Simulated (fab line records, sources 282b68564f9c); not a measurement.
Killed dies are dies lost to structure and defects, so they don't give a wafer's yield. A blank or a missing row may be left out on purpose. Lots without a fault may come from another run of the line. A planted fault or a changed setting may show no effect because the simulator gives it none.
fab line records | flow rit_cmos
record lots=6 wafers=18 last_day=7
route steps=202 shown NSD@139 PSD@142 SDANNEAL@153 PLDD@159 NLDD@160 SILICIDE@161 CONTACT@168 M1@202
lots that met no fault: from a run of the same line without faults
start_h: hours from the record's first day to the start of the lot's first wafer shown | wait_h: hours since the lot's step before | " the same as in the row above | L1.1+2: a row that stands for several wafers | - no value, or no start given | * or withheld: withheld | < > ~ a bound
route shown NAME@n: a module of which the file shows steps, and the number in the route of the first | usual: mean/standard deviation of fault-free wafers | same: alike in all rows | chamber/n: place in a boat | sites: the reading at each site | _std_site: their standard deviation | _edge_site: outer sites' mean less inner sites' | radius_mm: how far each site lies from the wafer's centre | mask NAME#n: copy n | behind: the tool/chamber that last shaped the wafer | hold: why the lot was held/for how many hours/how that ended | device: the transistor (n, p or np) that didn't switch | end of line: the same wafers' tests at the end of the route | a step without rows: its recipe alone | killed: dies lost to structure and defects at the first sort, not the wafer's yield | map: a wafer's dies, x killed, . not, _ none there
set.NAME: the setting as run; set.NAME@STEP: as run at that earlier step | model.NAME: the simulator's own value behind a step, which no gauge read
lots at some steps of the route; a table a step, a row a wafer
services: from which hour (start_h, from the record's first day; less than 0 if before it) a tool's chamber was out of use, for how many hours, and why
## steps
# step RIT_NSD_IMPLANT_08
# recipe species=P energy_kev=25 dose_cm2=1e+15 tilt_deg=7
# step RIT_NSD_STRIP_09
# recipe chemistry=O2 time_s=180 resist=NOVOLAK platen_temp_c=withheld power_w=500 pressure_mtorr=4000 o2_flow_sccm=4000
# step RIT_NSD_TW_MEAS_10
# usual NSD_TW=3121/25
# columns lot.wafer tool chamber start_h wait_h NSD_TW
L514.3 film_metro-01 - 66.49 0.1 3134
L514.4 " - " " 3116
L514.6 " - " " 3136
L518.2 film_metro-01 - 83.26 0.1 3154
L518.4 " - " " 3165
L518.6 " - " " 3153
L527.1 film_metro-01 - 126.49 0.1 3152
L527.2 " - " " 3148
L527.4 " - " " 3151
L529.3 film_metro-02 - 139.36 0.1 3109
L529.4 " - " " 3116
L529.5 " - " " 3128
L530.2 film_metro-02 - 142.68 0.1 3113
L530.3 " - " " 3095
L530.5 " - " " 3116
L531.1 film_metro-04 - 149.42 0.1 3104
L531.2 " - " " 3104
L531.6 " - " " 3092
# step RIT_PSD_HMDS_00
# recipe prime_time_s=60 prime_temp_c=140
# step RIT_PSD_COAT_01
# recipe resist=NOVOLAK spin_rpm=3250 resist_thk_nm=1000
# step RIT_PSD_SOFTBAKE_02
# recipe resist=NOVOLAK temp_c=90 time_s=60
# step RIT_PSD_EXPOSE_03
# recipe mask_id=M10 na=0.57 target_cd_nm=40900 dose_mj=250
# step RIT_PSD_PEB_04
# recipe resist=NOVOLAK temp_c=withheld time_s=withheld
# step RIT_PSD_DEVELOP_05
# recipe resist=NOVOLAK develop_time_s=50 dev_temp_c=23
# step RIT_PSD_OVL_MEAS_06
# usual PSD_OVL=0.1/1.3
# columns lot.wafer tool chamber start_h wait_h PSD_OVL[nm]
L514.3 overlay-02 - 67.61 - -1.9
L514.4 " - " " -0.5
L514.6 " - " " -3.3
L518.2 overlay-01 - 84.16 - 0.2
L518.4 " - " " 0.1
L518.6 " - " " 0.9
L527.1 overlay-01 - 127.40 - 0.3
L527.2 " - " " -0.1
L527.4 " - " " -1.9
L529.3 overlay-02 - 140.54 - -1.4
L529.4 " - " " -0.1
L529.5 " - " " -1.4
L530.2 overlay-02 - 143.83 - 0.2
L530.3 " - " " 1.0
L530.5 " - " " 0.6
L531.1 overlay-02 - 150.33 - -0.4
L531.2 " - " " 0.9
L531.6 " - " " 1.5
# step RIT_PSD_HARDBAKE_07
# recipe resist=NOVOLAK temp_c=140 time_s=60
# step RIT_PSD_IMPLANT_08
# recipe species=BF2 energy_kev=27 dose_cm2=5e+15 tilt_deg=7
# step RIT_PSD_STRIP_09
# recipe chemistry=O2 time_s=180 resist=NOVOLAK platen_temp_c=withheld power_w=500 pressure_mtorr=4000 o2_flow_sccm=4000
# usual drypump_motor_current_A=5.5/0.3 rf_refl_power_W=6.5/1.8
# columns lot.wafer tool chamber start_h wait_h drypump_motor_current_A rf_hours_counter_h rf_refl_power_W
L514.3 plasma_asher-01 0 67.99 0.1 5.4 - 6.6
L514.4 " 1 " " 5.6 - 6.0
L514.6 " 1 " " 5.6 - 6.0
L518.2 plasma_asher-01 1 84.49 0.1 5.6 27 6.1
L518.4 " 1 " " 5.6 - 6.0
L518.6 " 0 " " 5.4 - 6.6
L527.1 plasma_asher-01 0 127.74 0.1 5.4 33 6.7
L527.2 " 1 " " 5.6 33 6.2
L527.4 " 1 " " 5.6 - 5.8
L529.3 plasma_asher-01 0 140.93 0.1 5.4 - 6.6
L529.4 " 1 " " 5.6 - 6.1
L529.5 " 0 " " 5.4 - 6.3
L530.2 plasma_asher-04 0 144.28 0.1 5.9 3 9.6
L530.3 " 0 " " 5.9 - 9.4
L530.5 " 0 " " 5.9 - 9.3
L531.1 plasma_asher-04 0 150.78 0.1 5.9 3 9.4
L531.2 " 1 " " 5.0 3 9.3
L531.6 " 0 " " 5.9 - 9.3
# step RIT_PSD_TW_MEAS_10
# usual PSD_TW=3428/27
# columns lot.wafer tool chamber start_h wait_h PSD_TW
L514.3 film_metro-04 - 68.13 0.1 3400
L514.4 " - " " 3392
L514.6 " - " " 3393
L518.2 film_metro-04 - 84.68 0.1 3397
L518.4 " - " " 3387
L518.6 " - " " 3400
L527.1 film_metro-01 - 127.91 0.1 3451
L527.2 " - " " 3458
L527.4 " - " " 3457
L529.3 film_metro-02 - 141.06 0.1 3440
L529.4 " - " " 3428
L529.5 " - " " 3437
L530.2 film_metro-04 - 144.46 0.1 3388
L530.3 " - " " 3412
L530.5 " - " " 3411
L531.1 film_metro-01 - 150.95 0.1 3444
L531.2 " - " " 3437
L531.6 " - " " 3442
# step RIT_SDANNEAL_CLEAN_00
# recipe chemistry=SC1 mix=3:3:50 time_s=600 temp_c=75
# step RIT_SDANNEAL_CLEAN_01
# recipe chemistry=dHF dilution=50:1 time_s=30
# step RIT_SDANNEAL_CLEAN_02
# recipe chemistry=SC2 mix=3:3:50 time_s=600 temp_c=75 dry=n2_spin
# step RIT_SDANNEAL_RTA_03
# recipe temp_c=1050 time_s=5 idle_temp_c=600 ramp_up_c_per_s=342 ramp_down_c_per_s=171 cool_to_c=600 ambient=N2
# usual wafer_temp_C_max=1053.4/1.1
# columns lot.wafer tool chamber start_h wait_h wafer_temp_C_max
L514.3 rtp_anneal-02 0 68.57 0.0 1050.8
L514.4 " 0 " " 1053.6
L514.6 " 0 " " 1052.4
L518.2 rtp_anneal-02 0 85.12 0.0 1054.3
L518.4 " 0 " " 1052.2
L518.6 " 0 " " 1053.3
L527.1 rtp_anneal-01 0 128.34 0.0 1055.2
L527.2 " 0 " " 1054.1
L527.4 " 0 " " 1053.7
L529.3 rtp_anneal-01 0 141.49 0.0 1053.6
L529.4 " 0 " " 1052.1
L529.5 " 0 " " 1052.8
L530.2 rtp_anneal-02 0 144.89 0.0 1053.6
L530.3 " 0 " " 1052.4
L530.5 " 0 " " 1053.7
L531.1 rtp_anneal-01 0 151.43 0.0 1053.9
L531.2 " 0 " " 1051.7
L531.6 " 0 " " 1052.9
# step RIT_SDANNEAL_RS_MEAS_04
# recipe thk_meas_gauge=four-point-probe
# usual PSD_RS=115.70/0.27
# columns lot.wafer tool chamber start_h wait_h PSD_RS[ohm/sq]
L514.3 film_metro-04 - 68.69 0.1 115.58
L514.4 " - " " 115.33
L514.6 " - " " 115.09
L518.2 film_metro-02 - 85.19 0.1 115.64
L518.4 " - " " 115.67
L518.6 " - " " 115.68
L527.1 film_metro-04 - 128.40 0.0 115.85
L527.2 " - " " 115.67
L527.4 " - " " 115.86
L529.3 film_metro-02 - 141.57 0.1 115.69
L529.4 " - " " 115.83
L529.5 " - " " 115.83
L530.2 film_metro-04 - 144.96 0.1 115.30
L530.3 " - " " 115.14
L530.5 " - " " 115.22
L531.1 film_metro-04 - 151.49 0.0 115.68
L531.2 " - " " 115.72
L531.6 " - " " 115.90
# step RIT_SDANNEAL_RS_MEAS_05
# recipe thk_meas_gauge=four-point-probe
# usual NSD_RS=84.4/0.31
# columns lot.wafer tool chamber start_h wait_h NSD_RS[ohm/sq]
L514.3 film_metro-04 - 68.81 0.1 84.8
L514.4 " - " " 84.7
L514.6 " - " " 84.7
L518.2 film_metro-02 - 85.31 0.1 84.1
L518.4 " - " " 84.2
L518.6 " - " " 84.1
L527.1 film_metro-04 - 128.52 0.1 84.7
L527.2 " - " " 84.2
L527.4 " - " " 84.3
L529.3 film_metro-02 - 141.69 0.1 84.3
L529.4 " - " " 84.3
L529.5 " - " " 84.3
L530.2 film_metro-04 - 145.08 0.1 84.4
L530.3 " - " " 84.5
L530.5 " - " " 84.6
L531.1 film_metro-04 - 151.61 0.1 84.5
L531.2 " - " " 84.0
L531.6 " - " " 84.2
# step RIT_SDANNEAL_RS_MEAS_06
# recipe thk_meas_gauge=four-point-probe
# usual PLDD_RS=178.4/0.42
# columns lot.wafer tool chamber start_h wait_h PLDD_RS[ohm/sq]
L514.3 film_metro-04 - 68.93 0.1 178.2
L514.4 " - " " 178.1
L514.6 " - " " 178.5
L518.2 film_metro-02 - 85.43 0.1 178.0
L518.4 " - " " 178.4
L518.6 " - " " 178.3
L527.1 film_metro-04 - 128.64 0.1 178.3
L527.2 " - " " 178.3
L527.4 " - " " 178.4
L529.3 film_metro-02 - 141.81 0.1 179.0
L529.4 " - " " 179.0
L529.5 " - " " 178.8
L530.2 film_metro-04 - 145.20 0.1 177.7
L530.3 " - " " 177.6
L530.5 " - " " 177.2
L531.1 film_metro-04 - 151.73 0.1 178.1
L531.2 " - " " 178.3
L531.6 " - " " 178.6
# step RIT_SDANNEAL_RS_MEAS_07
# recipe thk_meas_gauge=four-point-probe
# usual NLDD_RS=151.5/0.62
# columns lot.wafer tool chamber start_h wait_h NLDD_RS[ohm/sq]
L514.3 film_metro-04 - 69.05 0.1 151.4
L514.4 " - " " 152.1
L514.6 " - " " 152.4
L518.2 film_metro-02 - 85.55 0.1 151.8
L518.4 " - " " 151.0
L518.6 " - " " 151.7
L527.1 film_metro-04 - 128.76 0.1 150.8
L527.2 " - " " 150.6
L527.4 " - " " 151.2
L529.3 film_metro-02 - 141.93 0.1 151.5
L529.4 " - " " 151.3
L529.5 " - " " 150.8
L530.2 film_metro-04 - 145.32 0.1 152.0
L530.3 " - " " 151.7
L530.5 " - " " 151.6
L531.1 film_metro-04 - 151.85 0.1 151.4
L531.2 " - " " 151.8
L531.6 " - " " 152.0
# step RIT_SILICIDE_WET_ETCH_00
# recipe chemistry=BOE target=SiO2 target_depth_nm=14 time_s=15 dry=n2_spin dilution=10:1 temp_c=21.5
# step RIT_SILICIDE_SPUTTER_01
# recipe material=Ti target_thk_nm=30 power_w=350 chamber_pressure_pa=0.667 gas=Ar time_s=240 substrate_temp_c=25
# usual throttle_valve_pct=29.8/0.95
# columns lot.wafer tool chamber start_h wait_h throttle_valve_pct
L514.3 pvd_sputter-03 - 69.14 0.0 28.8
L514.4 " - " " 30.0
L514.6 " - " " 29.0
L518.2 pvd_sputter-03 - 85.67 0.0 29.8
L518.4 " - " " 29.0
L518.6 " - " " 28.9
L527.1 pvd_sputter-01 - 128.89 0.0 31.4
L527.2 " - " " 28.6
L527.4 " - " " 30.9
L529.3 pvd_sputter-01 - 142.02 0.0 29.2
L529.4 " - " " 30.9
L529.5 " - " " 28.4
L530.2 pvd_sputter-03 - 145.43 0.0 28.9
L530.3 " - " " 29.0
L530.5 " - " " 29.2
L531.1 pvd_sputter-01 - 151.98 0.0 29.3
L531.2 " - " " 30.8
L531.6 " - " " 31.3
# step RIT_SILICIDE_RS_MEAS_02
# recipe thk_meas_gauge=four-point-probe reads=Ti_of_SILICIDE_SPUTTER_01
# usual SILICIDE_TI_RS=48.0/0.57
# columns lot.wafer tool chamber start_h wait_h SILICIDE_TI_RS[ohm/sq]
L514.3 film_metro-03 - 69.33 0.1 48.2
L514.4 " - " " 48.7
L514.6 " - " " 47.9
L518.2 film_metro-03 - 85.84 0.1 47.7
L518.4 " - " " 47.7
L518.6 " - " " 47.5
L527.1 film_metro-02 - 129.04 0.1 48.2
L527.2 " - " " 48.7
L527.4 " - " " 48.5
L529.3 film_metro-04 - 142.21 0.1 47.8
L529.4 " - " " 48.1
L529.5 " - " " 48.1
L530.2 film_metro-03 - 145.60 0.1 47.7
L530.3 " - " " 47.9
L530.5 " - " " 47.4
L531.1 film_metro-03 - 152.13 0.1 47.1
L531.2 " - " " 47.3
L531.6 " - " " 47.1
# step RIT_SILICIDE_THK_MEAS_03
# recipe thk_meas_gauge=xrf reads=Ti_of_SILICIDE_SPUTTER_01
# usual SILICIDE_TI_THK=30.20/0.28
# columns lot.wafer tool chamber start_h wait_h SILICIDE_TI_THK[nm]
L514.3 film_metro-03 - 69.43 0.1 30.22
L514.4 " - " " 29.95
L514.6 " - " " 30.21
L518.2 film_metro-03 - 85.95 0.1 30.48
L518.4 " - " " 30.37
L518.6 " - " " 30.39
L527.1 film_metro-02 - 129.16 0.1 30.11
L527.2 " - " " 29.95
L527.4 " - " " 30.09
L529.3 film_metro-04 - 142.31 0.1 30.13
L529.4 " - " " 29.87
L529.5 " - " " 30.02
L530.2 film_metro-03 - 145.71 0.1 30.31
L530.3 " - " " 30.29
L530.5 " - " " 30.46
L531.1 film_metro-03 - 152.25 0.1 30.72
L531.2 " - " " 30.48
L531.6 " - " " 30.45
# step RIT_SILICIDE_RTA_04
# recipe temp_c=650 time_s=10 idle_temp_c=25 ramp_up_s=5 ramp_down_s=5 cool_to_c=25 ambient=N2
# usual wafer_temp_C_max=653.4/0.85
# columns lot.wafer tool chamber start_h wait_h wafer_temp_C_max
L514.3 rtp_anneal-01 0 69.49 0.1 654.8
L514.4 " 0 " " 656.0
L514.6 " 0 " " 654.1
L518.2 rtp_anneal-01 0 86.01 0.1 653.4
L518.4 " 0 " " 654.7
L518.6 " 0 " " 653.0
L527.1 rtp_anneal-02 0 129.22 0.1 652.9
L527.2 " 0 " " 653.6
L527.4 " 0 " " 653.4
L529.3 rtp_anneal-02 0 142.38 0.1 652.6
L529.4 " 0 " " 652.6
L529.5 " 0 " " 651.9
L530.2 rtp_anneal-01 0 145.77 0.1 652.4
L530.3 " 0 " " 653.3
L530.5 " 0 " " 655.1
L531.1 rtp_anneal-02 0 152.31 0.1 652.2
L531.2 " 0 " " 652.6
L531.6 " 0 " " 652.4
# step RIT_SILICIDE_WET_ETCH_05
# recipe chemistry=SPM target=Ti temp_c=90 time_s=120 dry=n2_spin
# step RIT_SILICIDE_RTA_06
# recipe temp_c=750 time_s=10 idle_temp_c=25 ramp_up_s=5 ramp_down_s=10 cool_to_c=25 ambient=N2
# usual wafer_temp_C_max=754.1/1
# columns lot.wafer tool chamber start_h wait_h wafer_temp_C_max
L514.3 rtp_anneal-02 0 69.62 0.0 755.1
L514.4 " 0 " " 753.9
L514.6 " 0 " " 753.1
L518.2 rtp_anneal-02 0 86.11 0.0 753.8
L518.4 " 0 " " 752.7
L518.6 " 0 " " 752.2
L527.1 rtp_anneal-01 0 129.33 0.0 754.9
L527.2 " 0 " " 753.8
L527.4 " 0 " " 754.3
L529.3 rtp_anneal-01 0 142.49 0.0 754.2
L529.4 " 0 " " 754.9
L529.5 " 0 " " 754.1
L530.2 rtp_anneal-02 0 145.88 0.0 753.3
L530.3 " 0 " " 753.0
L530.5 " 0 " " 753.1
L531.1 rtp_anneal-01 0 152.43 0.0 754.7
L531.2 " 0 " " 754.0
L531.6 " 0 " " 754.1
# step RIT_CONTACT_CVD_00
# recipe material=SiO2 target_thk_nm=400 precursor=TEOS temp_c=390 time_s=61 rf_w=400
# step RIT_CONTACT_THK_MEAS_01
# recipe reads=SiO2_of_CONTACT_CVD_00
# usual CONTACT_TEOS_THK=398/4.8
# columns lot.wafer tool chamber start_h wait_h CONTACT_TEOS_THK[nm]
L514.3 film_metro-02 - 69.78 0.0 389
L514.4 " - " " 398
L514.6 " - " " 401
L518.2 film_metro-03 - 86.23 0.0 399
L518.4 " - " " 407
L518.6 " - " " 407
L527.1 film_metro-03 - 129.44 0.0 393
L527.2 " - " " 390
L527.4 " - " " 401
L529.3 film_metro-03 - 142.60 0.0 399
L529.4 " - " " 406
L529.5 " - " " 407
L530.2 film_metro-01 - 146.00 0.0 392
L530.3 " - " " 390
L530.5 " - " " 395
L531.1 film_metro-02 - 152.55 0.0 399
L531.2 " - " " 405
L531.6 " - " " 405
# step RIT_CONTACT_HMDS_02
# recipe prime_time_s=60 prime_temp_c=140
# step RIT_CONTACT_COAT_03
# recipe resist=NOVOLAK spin_rpm=3250 resist_thk_nm=1000
# step RIT_CONTACT_SOFTBAKE_04
# recipe resist=NOVOLAK temp_c=90 time_s=60
# step RIT_CONTACT_EXPOSE_05
# recipe mask_id=M11 na=0.6 source_shape=conventional sigma_outer=0.5 target_cd_nm=1000 dose_mj=250
# step RIT_CONTACT_PEB_06
# recipe resist=NOVOLAK temp_c=withheld time_s=withheld
# step RIT_CONTACT_DEVELOP_07
# recipe resist=NOVOLAK develop_time_s=120 dev_temp_c=23
# step RIT_CONTACT_CD_MEAS_08
# recipe target_cd_nm=1000
# usual cd_nm=999.4/2.1
# columns lot.wafer tool chamber start_h wait_h cd_nm
L514.3 cd_sem-01 - 70.83 - 1000.1
L514.4 " - " " 1002.4
L514.6 " - " " 1001.1
L518.2 cd_sem-02 - 87.39 - 999.9
L518.4 " - " " 998.8
L518.6 " - " " 999.3
L527.1 cd_sem-02 - 130.47 - 998.8
L527.2 " - " " 996.7
L527.4 " - " " 999.3
L529.3 cd_sem-02 - 143.71 - 999.3
L529.4 " - " " 999.5
L529.5 " - " " 997.7
L530.2 cd_sem-01 - 147.16 - 998.0
L530.3 " - " " 999.5
L530.5 " - " " 999.0
L531.1 cd_sem-02 - 153.57 - 998.3
L531.2 " - " " 999.9
L531.6 " - " " 998.2
# step RIT_CONTACT_OVL_MEAS_09
# usual CONTACT_OVL=-0.3/1.6
# columns lot.wafer tool chamber start_h wait_h CONTACT_OVL[nm]
L514.3 overlay-01 - 70.92 0.1 -0.9
L514.4 " - " " -0.8
L514.6 " - " " 0.6
L518.2 overlay-01 - 87.50 0.1 -2.0
L518.4 " - " " -0.9
L518.6 " - " " 0.6
L527.1 overlay-01 - 130.59 0.1 1.1
L527.2 " - " " 2.7
L527.4 " - " " 2.1
L529.3 overlay-01 - 143.80 0.1 -0.7
L529.4 " - " " 0.2
L529.5 " - " " 1.5
L530.2 overlay-01 - 147.27 0.1 -0.8
L530.3 " - " " -0.3
L530.5 " - " " -1.1
L531.1 overlay-01 - 153.69 0.1 -1.4
L531.2 " - " " -1.3
L531.6 " - " " -2.5
# step RIT_CONTACT_HARDBAKE_10
# recipe resist=NOVOLAK temp_c=140 time_s=60
# step RIT_CONTACT_ETCH_11
# recipe target_depth_a=4800 over_etch_frac=0.2 stop_on=TiSi2 chemistry=CHF3/CF4/Ar target=SiO2 CHF3_flow_sccm=50 cf4_flow_sccm=10 Ar_flow_sccm=100 O2_flow_sccm=5 pressure_mtorr=100 rf_w=200 time_s=320
# usual drypump_motor_current_A=5.5/0.52 oes_product_au=0.981/0.017 throttle_valve_pct=8.87/0.1
# columns lot.wafer tool chamber start_h wait_h drypump_motor_current_A oes_product_au rf_hours_counter_h throttle_valve_pct
L514.3 rie_diel-04 0 71.10 0.1 6.2 0.992 3 8.94
L514.4 " 2 " " 5.2 0.967 - 8.77
L514.6 " 3 " " 4.8 0.983 - 8.84
L518.2 rie_diel-04 2 87.68 0.1 5.2 0.962 19 8.78
L518.4 " 0 " " 6.2 0.991 3 8.91
L518.6 " 1 " " 6.1 0.985 - 8.90
L527.1 rie_diel-02 3 130.98 0.1 6.1 1.009 41 8.89
L527.2 " 2 " " 6.3 0.986 82 8.65
L527.4 " 1 " " 6.0 0.973 15 8.89
L529.3 rie_diel-02 2 143.98 0.1 6.2 0.981 82 8.66
L529.4 " 1 " " 6.0 0.970 16 8.88
L529.5 " 0 " " 5.8 0.965 - 9.17
L530.2 rie_diel-01 3 147.45 0.1 5.1 0.970 6 8.83
L530.3 " 1 " " 5.6 0.983 116 8.88
L530.5 " 3 " " 5.1 0.974 - 8.82
L531.1 rie_diel-01 1 153.88 0.1 5.6 0.985 117 8.88
L531.2 " 2 " " 4.8 0.970 48 8.90
L531.6 " 2 " " 4.8 0.970 - 8.87
# step RIT_CONTACT_STRIP_12
# recipe chemistry=O2 time_s=180 resist=NOVOLAK platen_temp_c=withheld power_w=500 pressure_mtorr=4000 o2_flow_sccm=4000
# step RIT_M1_PROBE_99
# usual killed_at_M0_to_M3=0.0/0.14 killed_at_front_end=6.5/2.8 killed_dies=6.6/2.8 killed_on_rim=1.7/1.3 killed_open=3.5/2 killed_short=3.2/1.8
# same gross_dies=264 killed_at_M4_up=0 killed_at_back_side=0 killed_at_contacts=0 killed_at_other=0
# columns lot.wafer tool chamber start_h wait_h killed_at_M0_to_M3 killed_at_front_end killed_dies killed_on_rim killed_open killed_short
L514.3 prober-02 - 76.12 0.2 0 11 11 3 4 7
L514.4 prober-02 - 76.17 0.2 0 9 9 1 5 4
L514.6 prober-02 - 76.27 0.2 0 13 13 3 6 7
L518.2 prober-01 - 92.75 0.1 0 5 5 0 2 3
L518.4 prober-01 - 92.85 0.2 0 8 8 3 7 1
L518.6 prober-01 - 92.95 0.2 0 7 7 3 5 2
L527.1 prober-02 - 136.01 0.1 0 16 16 10 3 2
L527.2 prober-02 - 136.06 0.1 0 3 3 0 2 1
L527.4 prober-02 - 136.16 0.2 0 7 7 3 4 3
L529.3 prober-01 - 149.26 0.2 0 16 16 7 4 2
L529.4 prober-01 - 149.31 0.2 0 7 7 2 3 4
L529.5 prober-01 - 149.36 0.2 0 26 26 13 8 4
L530.2 prober-02 - 152.38 0.1 0 5 5 2 2 3
L530.3 prober-02 - 152.43 0.2 0 4 4 1 3 1
L530.5 prober-02 - 152.53 0.2 0 11 11 4 5 6
L531.1 prober-01 - 158.96 0.1 1 5 6 0 2 4
L531.2 prober-01 - 159.01 0.1 0 6 6 3 4 2
L531.6 prober-01 - 159.21 0.2 0 6 6 1 2 4
# killed by level:class
L514.3 GATE:geometric_particle:short=2 SILICIDE:geometric_particle:short=2 FOX1:geometric_particle:short=1 FOX1:geometric_particle:open=1 GATE:geometric_particle:open=1 REOX:geometric_particle:short=1 REOX:geometric_particle:open=1 SPACER:geometric_particle:short=1
L514.4 FOX2:geometric_particle:short=2 FOX2:geometric_particle:open=2 REOX:geometric_particle:short=2 SILICIDE:geometric_particle:open=2 FOX1:geometric_particle:open=1
L514.6 FOX1:geometric_particle:short=3 FOX1:geometric_particle:open=2 GATE:geometric_particle:short=2 GATE:geometric_particle:open=2 REOX:geometric_particle:short=2 REOX:geometric_particle:open=1 SPACER:geometric_particle:open=1
L518.2 REOX:geometric_particle:open=2 FOX1:geometric_particle:short=1 GATE:geometric_particle:short=1 SILICIDE:geometric_particle:short=1
L518.4 GATE:geometric_particle:open=3 SPACER:geometric_particle:open=2 FOX1:geometric_particle:open=1 FOX2:geometric_particle:open=1 SPACER:geometric_particle:short=1
L518.6 GATE:geometric_particle:open=2 ACTIVE:geometric_particle:open=1 FOX1:geometric_particle:open=1 GATE:geometric_particle:short=1 REOX:geometric_particle:open=1 SILICIDE:geometric_particle:short=1
L527.1 PSD:unspecified=11 REOX:geometric_particle:open=2 FOX2:geometric_particle:short=1 GATE:geometric_particle:short=1 GATE:geometric_particle:open=1
L527.2 GATE:geometric_particle:open=2 SILICIDE:geometric_particle:short=1
L527.4 GATE:geometric_particle:open=2 FOX2:geometric_particle:open=1 GATE:geometric_particle:short=1 REOX:geometric_particle:open=1 SPACER:geometric_particle:short=1 SILICIDE:geometric_particle:short=1
L529.3 PSD:unspecified=10 GATE:geometric_particle:open=2 REOX:geometric_particle:open=2 REOX:geometric_particle:short=1 SPACER:geometric_particle:short=1
L529.4 GATE:geometric_particle:short=4 GATE:geometric_particle:open=2 SILICIDE:geometric_particle:open=1
L529.5 PSD:unspecified=14 GATE:geometric_particle:open=2 REOX:geometric_particle:open=2 SPACER:geometric_particle:open=2 FOX1:geometric_particle:open=1 FOX2:geometric_particle:open=1 FOX2:geometric_particle:short=1 GATE:geometric_particle:short=1
L530.2 GATE:geometric_particle:short=2 REOX:geometric_particle:open=2 REOX:geometric_particle:short=1
L530.3 GATE:geometric_particle:open=2 FOX1:geometric_particle:short=1 SPACER:geometric_particle:open=1
L530.5 REOX:geometric_particle:short=3 GATE:geometric_particle:open=2 SILICIDE:geometric_particle:short=2 ACTIVE:geometric_particle:open=1 FOX1:geometric_particle:open=1 FOX2:geometric_particle:open=1 GATE:geometric_particle:short=1
L531.1 GATE:geometric_particle:short=2 GATE:geometric_particle:open=1 REOX:geometric_particle:short=1 REOX:geometric_particle:open=1 M1:geometric_particle:short=1
L531.2 SPACER:geometric_particle:open=3 SILICIDE:geometric_particle:short=2 FOX1:geometric_particle:open=1
L531.6 GATE:geometric_particle:open=2 REOX:geometric_particle:short=2 SILICIDE:geometric_particle:short=2
# map L527.1 (x killed, . not)
________......._______
_____.............____
____.....x.........___
___......x..........__
__..................._
__..................x_
_.....................
_.....................
_.....................
_.....................
__..................._
__..................._
___x................__
____.......x.......___
_____......xxxx.xx____
________..xxxxx_______
# map L529.5 (x killed, . not)
________......._______
_____.............____
____............x..___
___...x....x........__
__..................x_
__......x...........x_
_...................x.
_x...................x
_.....................
_.....................
__........x.........._
__.....x............._
___........x........__
____.......xxx.....___
_____......xxxxx..____
________.xxxxxx_______
## services
# columns tool chamber start_h hours kind
rie_diel-04 - 52.58 4.0 pm
rie_diel-04 1 70.78 9.5 repair
pvd_sputter-01 - 93.47 4.7 repair
plasma_asher-04 - 108.75 9.0 pm
plasma_asher-04 0 108.75 9.0 vent_cycle
plasma_asher-04 1 108.75 9.0 vent_cycle
plasma_asher-04 0 117.75 - clean
plasma_asher-04 1 117.75 - clean
rie_diel-04 - 133.04 5.4 repair
pvd_sputter-01 - 147.13 0.9 repair
rie_diel-02 - 149.50 0.5 repair
## key
first_sign step=RIT_M1_PROBE_99 reading=killed_dies direction=up sigmas=4.6 usual=6.6 struck=19.3
effect step=RIT_M1_PROBE_99 reading=killed_at_front_end direction=up sigmas=4.5 usual=6.5 struck=19.3
met_at RIT_PSD_STRIP_09
struck_wafers L527.1,L529.3,L529.5
tester_left_out L527,L529
onset_between 84.49 127.74
fault kind=chamber_particle_source tool=plasma_asher-01 chamber=0 onset_h=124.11 steps=RIT_PSD_STRIP_09 rate_per_visit_cm2=0.60763 end_h=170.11
# tester_left_out: of these lots the tester's yield and bins aren't shown, on N5 and GAA mostly nor the transistor test; their killed dies are dies lost to structure and defects alone, not to doping, threshold or leakage, so they don't give the yield
